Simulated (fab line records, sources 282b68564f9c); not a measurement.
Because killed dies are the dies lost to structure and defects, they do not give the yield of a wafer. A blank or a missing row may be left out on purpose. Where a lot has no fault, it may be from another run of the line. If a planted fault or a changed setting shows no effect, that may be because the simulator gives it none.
Which tool was responsible?	flow rit_cmos	Sampling: 14 lots, 42 wafers, 5 of 202 route steps

WHAT THE GAUGES SHOWED, per wafer
RIT_ACTIVE_THK_MEAS_02.
lot	measured	on	ACTIVE_OXIDE_THK (nm)
L802	day 1 13:03	film_metro-02	47.1 47.2 47.6
L803	day 1 20:18	film_metro-04	46.2 45.8 47.0
L808	day 2 19:24	film_metro-02	46.7 46.5 45.8
L809	day 3 00:58	film_metro-04	54.3 53.9 53.6
L810	day 3 07:01	film_metro-02	55.1 54.2 55.3
L814	day 4 00:16	film_metro-04	46.9 46.6 46.1
L815	day 4 05:20	film_metro-01	44.8 44.3 44.7
L817	day 4 15:03	film_metro-01	46.7 46.7 46.7
L818	day 4 20:03	film_metro-04	47.2 47.5 46.8
L820	day 5 06:55	film_metro-01	46.6 47.7 47.5
L821	day 5 12:07	film_metro-02	46.7 46.5 46.3
L822	day 5 19:15	film_metro-01	46.4 47.4 46.3
L823	day 6 00:26	film_metro-01	47.0 45.9 46.6
L825	day 6 07:26	film_metro-01	46.7 47.1 46.1

RIT_M1_OVL_MEAS_10.
lot	measured	on	M1_OVL (nm)
L802	day 3 18:58	overlay-02	-3.8 -2.6 -3.8
L803	day 4 01:28	overlay-01	0.9 -1.0 -1.4
L808	day 4 21:19	overlay-02	-1.2 -3.9 -3.1
L809	day 5 02:46	overlay-01	-3.3 -1.7 -1.7
L810	day 5 09:21	overlay-01	-2.0 -0.8 -3.6
L814	day 6 00:44	overlay-02	0.9 1.0 -0.4
L815	day 6 05:51	overlay-02	1.7 0.1 0.1
L817	day 6 18:38	overlay-02	0.7 -0.5 -3.3
L818	day 7 02:34	overlay-01	0.0 1.1 2.0
L820	day 7 12:25	overlay-01	2.9 0.7 2.8
L821	day 7 14:56	overlay-01	-4.6 -1.2 -3.0
L822	day 7 19:37	overlay-01	2.6 0.5 0.6
L823	day 7 23:25	overlay-02	0.9 1.3 0.0
L825	day 8 10:46	overlay-02	-1.3 -0.8 -2.0

RIT_M1_BOW_MEAS_16.
lot	measured	on	M1_BOW (um)
L802	day 3 21:26	film_metro-01	0 12 18
L803	day 4 03:54	film_metro-04	20 11 8
L808	day 4 23:45	film_metro-01	18 24 29
L809	day 5 05:22	film_metro-04	3 19 27
L810	day 5 11:46	film_metro-04	11 9 23
L814	day 6 03:09	film_metro-04	20 20 25
L815	day 6 08:17	film_metro-02	27 12 19
L817	day 6 21:07	film_metro-04	26 27 16
L818	day 7 05:02	film_metro-02	12 27 20
L820	day 7 14:53	film_metro-02	28 31 13
L821	day 7 17:20	film_metro-02	21 15 22
L822	day 7 22:03	film_metro-02	21 21 13
L823	day 8 01:50	film_metro-02	7 23 23
L825	day 8 13:16	film_metro-04	9 14 10

EACH LOT AND THE TOOL THAT RAN IT (in order: tool; ch and the chambers of the sampled wafers; start)
lot	RIT_ACTIVE_OXIDATION_01	RIT_ACTIVE_STRIP_14
L802	furnace-01 ch 0, day 1 11:05	plasma_asher-03 ch 0,1, day 1 16:07
L803	furnace-01 ch 0, day 1 18:22	plasma_asher-01 ch 0,1, day 1 23:05
L808	furnace-03 ch 0, day 2 17:28	plasma_asher-04 ch 0,1, day 2 23:29
L809	furnace-01 ch 0, day 2 23:02	plasma_asher-03 ch 0,1, day 3 04:28
L810	furnace-01 ch 0, day 3 05:05	plasma_asher-04 ch 0,1, day 3 10:38
L814	furnace-03 ch 0, day 3 22:20	plasma_asher-04 ch 0,1, day 4 04:23
L815	furnace-04 ch 0, day 4 03:23	plasma_asher-04 ch 0, day 4 08:50
L817	furnace-04 ch 0, day 4 13:07	plasma_asher-04 ch 0, day 4 17:50
L818	furnace-03 ch 0, day 4 18:07	plasma_asher-01 ch 0,1, day 4 22:59
L820	furnace-04 ch 0, day 5 04:57	plasma_asher-03 ch 0,1, day 5 09:59
L821	furnace-03 ch 0, day 5 10:11	plasma_asher-01 ch 0,1, day 5 14:55
L822	furnace-03 ch 0, day 5 17:19	plasma_asher-04 ch 1, day 5 22:16
L823	furnace-01 ch 0, day 5 22:29	plasma_asher-03 ch 0,1, day 6 03:13
L825	furnace-01 ch 0, day 6 05:30	plasma_asher-03 ch 0,1, day 6 11:04
- RIT_ACTIVE_OXIDATION_01: target thk 46.8 nm, ox time 3360 s.
- RIT_ACTIVE_STRIP_14: strips in O2, time 180 s.

AS READ BY THE TOOLS THEMSELVES (means over the sampled wafers that have a number; for cases with no such wafer, the mark the record gives instead)
RIT_ACTIVE_OXIDATION_01.
lot	tool	spike_tc_centre_C (C)	spike_tc_load_C (C)	spike_tc_source_C (C)	tube_center_temp_C (C)	tube_center_temp_C_max	zone_power_centre_pct (%)
L802	furnace-01	1002.7	1029	1023.3	1000	1002.8	50
L803	furnace-01	1002.7	1029	1023.0	1000	1002.4	49
L808	furnace-03	1001.6	1022	1024.7	1000	1002.2	50
L809	furnace-01	1017.7	1044	1039.8	1015	1017.5	50
L810	furnace-01	1017.6	1043	1038.2	1015	1017.5	51
L814	furnace-03	1001.8	1022	1023.6	1000	1002.5	50
L815	furnace-04	1000.9	1020	1021.8	1000	1002.3	42
L817	furnace-04	1002.6	1020	1021.5	1000	1002.4	43
L818	furnace-03	1002.0	1022	1024.0	1000	1002.7	50
L820	furnace-04	1002.4	1021	1021.7	1000	1002.3	42
L821	furnace-03	1001.8	1022	1024.9	1000	1002.4	51
L822	furnace-03	1000.6	1022	1024.1	1000	1002.9	51
L823	furnace-01	1002.4	1029	1024.1	1000	1002.4	50
L825	furnace-01	1002.1	1028	1023.7	1000	1002.4	50

RIT_ACTIVE_STRIP_14.
lot	tool	drypump_motor_current_A (A)
L802	plasma_asher-03	6.4
L803	plasma_asher-01	5.5
L808	plasma_asher-04	5.3
L809	plasma_asher-03	6.4
L810	plasma_asher-04	5.6
L814	plasma_asher-04	5.3
L815	plasma_asher-04	6.0
L817	plasma_asher-04	5.9
L818	plasma_asher-01	5.5
L820	plasma_asher-03	6.4
L821	plasma_asher-01	5.4
L822	plasma_asher-04	5.0
L823	plasma_asher-03	6.4
L825	plasma_asher-03	6.4

THE ANSWER, worked out from the rows above alone
Rule: usual is defined by the lots themselves. Put in order of their means at a reading, lots are off if they are a third of the lots or fewer, leave a main group of 4 or more, and stand apart from it by a gap of 3 or more times the standard deviation of the main group's means; of several such gaps the widest counts. The tables above print the reading to a certain number of digits; a main group whose means all agree to those digits is not used. A lot without any number at a reading at which 4 lots or more have one is off too. The other lots that the step has rows for count as sound. First the gauges in route order, then the tools' own readings, where a lot's mean is used as printed above. The first step at which some lot is off is used, and at that step the reading that is off furthest; a lot without a number counts as furthest.
Off: L809, L810, seen at RIT_ACTIVE_THK_MEAS_02 (ACTIVE_OXIDE_THK). Mean 46.5 nm and standard deviation 0.67 in the main group.
If a tool, at a process step before that reading, ran all the lots that are off and no sound lot after the first of them, it fits. The gauges at RIT_ACTIVE_THK_MEAS_02 aren't tried: what is off there is off at RIT_ACTIVE_OXIDATION_01 too, on other tools, and a gauge's error can't cause that. Not one of the candidates tried fits.

WHAT WAS PUT IN BY THE SIMULATOR
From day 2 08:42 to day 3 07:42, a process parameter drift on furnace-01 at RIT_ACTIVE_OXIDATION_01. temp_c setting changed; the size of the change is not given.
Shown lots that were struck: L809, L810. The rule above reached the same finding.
